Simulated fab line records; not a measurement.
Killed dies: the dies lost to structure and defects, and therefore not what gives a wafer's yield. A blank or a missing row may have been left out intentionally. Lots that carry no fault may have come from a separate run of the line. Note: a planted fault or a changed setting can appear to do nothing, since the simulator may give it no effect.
Comparing a struck lot with a sound one	flow rit_cmos	34 steps out of a route of 202
Sound: the wafers L317.4, L317.5, L317.6. The struck wafers were L305.2, L305.5, L305.6. The cause comes at the end.
For every step that has rows: the tool of each side, followed by ch and its chambers, followed by its first start. Under that, the readings that differ: sound wafers	struck wafers	difference of the means	sigmas: that difference in standard deviations of wafers without a fault.
alike: words and numbers the same on both sides, and readings whose means are apart by under 2 such deviations; not compared: readings that were withheld, readings missing a value for some wafer, numbers with overlapping values and no deviation given by the record, and bounds like >300 which may hide the same value.
Wherever a step has rows on one side only, a row that says differs or no value, or a row with sigmas, the two part there. Non-overlapping numbers with no deviation appear without sigmas and do not part them. Lack of a reading on every wafer of one side parts them only where that side has two or more wafers.

first, 2 steps without rows for these wafers: RIT_SPACER_CLEAN_02 (cleans in SC2, time 600 s); RIT_SPACER_CVD_03 (deposits Si3N4 from SiH2Cl2/NH3, target thk 250 nm, time 3300 s).
RIT_SPACER_THK_MEAS_04:
  sound: film_metro-01 at day 7 07:15; struck: film_metro-01 at day 4 19:06
reading	sound	struck	difference	sigmas
SPACER_NITRIDE_THK (nm)	251.2 251.0 251.9	246.1 247.0 246.7	-4.8	-2
RIT_SPACER_ETCHBACK_05: etches Si3N4 in SF6/CHF3, stops on SiO2, target depth 250 nm, time 240 s.
  sound on rie_diel-04 ch 2,3, day 7 07:17; struck on rie_diel-03 ch 0,1, day 4 19:09
  alike: drypump_motor_current_A, oes_product_au, throttle_valve_pct
  not compared: rf_hours_counter_h
then, 6 steps without rows for these wafers: RIT_NSD_HMDS_00 (prime time 60 s); RIT_NSD_COAT_01 (resist thk 1000 nm); RIT_NSD_SOFTBAKE_02 (time 60 s); RIT_NSD_EXPOSE_03 (exposes mask M9, target cd 40700 nm); RIT_NSD_PEB_04; RIT_NSD_DEVELOP_05 (develop time 50 s).
RIT_NSD_OVL_MEAS_06:
  sound: overlay-02 at day 7 08:29; struck: overlay-02 at day 4 20:09
  alike: NSD_OVL
then, 1 step without rows for these wafers: RIT_NSD_HARDBAKE_07 (time 60 s).
RIT_NSD_IMPLANT_08:
  sound on implanter-03 ch 0, day 7 08:44; struck on implanter-03 ch 0, day 4 20:22
reading	sound	struck	difference	sigmas
dose_ions_cm2	1.0011e+15 1.0007e+15 1.0007e+15	6.995e+14 6.992e+14 7.016e+14	-3.007e+14	-99 or more
faraday_current_uA	3131 3127 3111	2219 2254 2191	-902	-15
RIT_NSD_STRIP_09: strips in O2, time 180 s.
  sound on plasma_asher-03 ch 0,1, day 7 08:52; struck on plasma_asher-03 ch 0,1, day 4 20:29
  alike: drypump_motor_current_A
  not compared: rf_hours_counter_h
RIT_NSD_TW_MEAS_10:
  sound: film_metro-04 at day 7 09:01; struck: film_metro-02 at day 4 20:40
reading	sound	struck	difference	sigmas
NSD_TW	3093 3086 3092	2908 2893 2886	-195	-14
then, 6 steps without rows for these wafers: RIT_PSD_HMDS_00 (prime time 60 s); RIT_PSD_COAT_01 (resist thk 1000 nm); RIT_PSD_SOFTBAKE_02 (time 60 s); RIT_PSD_EXPOSE_03 (exposes mask M10, target cd 40900 nm); RIT_PSD_PEB_04; RIT_PSD_DEVELOP_05 (develop time 50 s).
RIT_PSD_OVL_MEAS_06:
  sound: overlay-01 at day 7 09:55; struck: overlay-01 at day 4 21:42
  alike: PSD_OVL
then, 2 steps without rows for these wafers: RIT_PSD_HARDBAKE_07 (time 60 s); RIT_PSD_IMPLANT_08.
RIT_PSD_STRIP_09: strips in O2, time 180 s.
  sound on plasma_asher-03 ch 0,1, day 7 10:17; struck on plasma_asher-03 ch 0,1, day 4 22:02
  alike: drypump_motor_current_A
  not compared: rf_hours_counter_h
RIT_PSD_TW_MEAS_10:
  sound: film_metro-03 at day 7 10:26; struck: film_metro-03 at day 4 22:13
  alike: PSD_TW
then, 3 steps without rows for these wafers: RIT_SDANNEAL_CLEAN_00 (cleans in SC1, time 600 s); RIT_SDANNEAL_CLEAN_01 (cleans in dHF, time 30 s); RIT_SDANNEAL_CLEAN_02 (cleans in SC2, time 600 s).
RIT_SDANNEAL_RTA_03: time 5 s.
  sound on rtp_anneal-01 ch 0, day 7 10:52; struck on rtp_anneal-01 ch 0, day 4 22:38
  alike: wafer_temp_C_max
RIT_SDANNEAL_RS_MEAS_04: a four-point-probe measurement.
  sound: film_metro-04 at day 7 10:57; struck: film_metro-03 at day 4 22:43
reading	sound	struck	difference	sigmas
PSD_RS (ohm/sq)	116.3 116.3 116.4	116.0 115.2 115.6	-0.7	-2
RIT_SDANNEAL_RS_MEAS_05: a four-point-probe measurement.
  sound: film_metro-04 at day 7 11:04; struck: film_metro-03 at day 4 22:50
reading	sound	struck	difference	sigmas
NSD_RS (ohm/sq)	84.39 84.62 84.56	111.80 111.42 111.47	+27.04	+99 or more
RIT_SDANNEAL_RS_MEAS_06: a four-point-probe measurement.
  sound: film_metro-04 at day 7 11:11; struck: film_metro-03 at day 4 22:57
  alike: PLDD_RS
RIT_M1_PROBE_99:
  sound: prober-01 at day 7 19:47; struck: prober-01 at day 5 06:49
reading	sound	struck	difference	sigmas
model.etest.nmos_0p3.r_on_ohm_um	2086 2117 2055	2307 2280 2323	+217	
model.etest.nmos_0p15.r_on_ohm_um	1084 1123 1078	1249 1227 1266	+152	
model.etest.nmos_0p15.drive_ua_um	489.3 486.5 504.5	429.3 441.1 434.2	-58.6	
model.etest.contact_nplus.end_ohm_um	39.71 41.67 40.27	69.36 69.19 71.66	+29.52	
model.etest.nmos_narrow.drive_ua_um	234.1 238.3 240.7	207.3 215.5 210.3	-26.7	
model.etest.nmos_0p3.drive_ua_um	231.8 234.2 242.1	212.3 217.5 211	-22.4	
model.etest.nmos_0p15.junction_log10_a_um	-13.77 -13.7 -13.82	-13.24 -13.25 -13.14	+0.55	
model.etest.nmos_0p15.tox_inv_nm (nm)	4.511 4.515 4.448	4.83 4.751 4.786	+0.30	
  alike: killed_at_front_end, killed_dies, killed_on_rim, killed_open, killed_short

WHERE THEY PART
Earliest at RIT_SPACER_THK_MEAS_04; latest, in this record, at RIT_SDANNEAL_RS_MEAS_05. Later steps at which nothing parts them and some readings are alike: RIT_SDANNEAL_RS_MEAS_06, RIT_M1_PROBE_99.

WHY: what had been put in by the simulator
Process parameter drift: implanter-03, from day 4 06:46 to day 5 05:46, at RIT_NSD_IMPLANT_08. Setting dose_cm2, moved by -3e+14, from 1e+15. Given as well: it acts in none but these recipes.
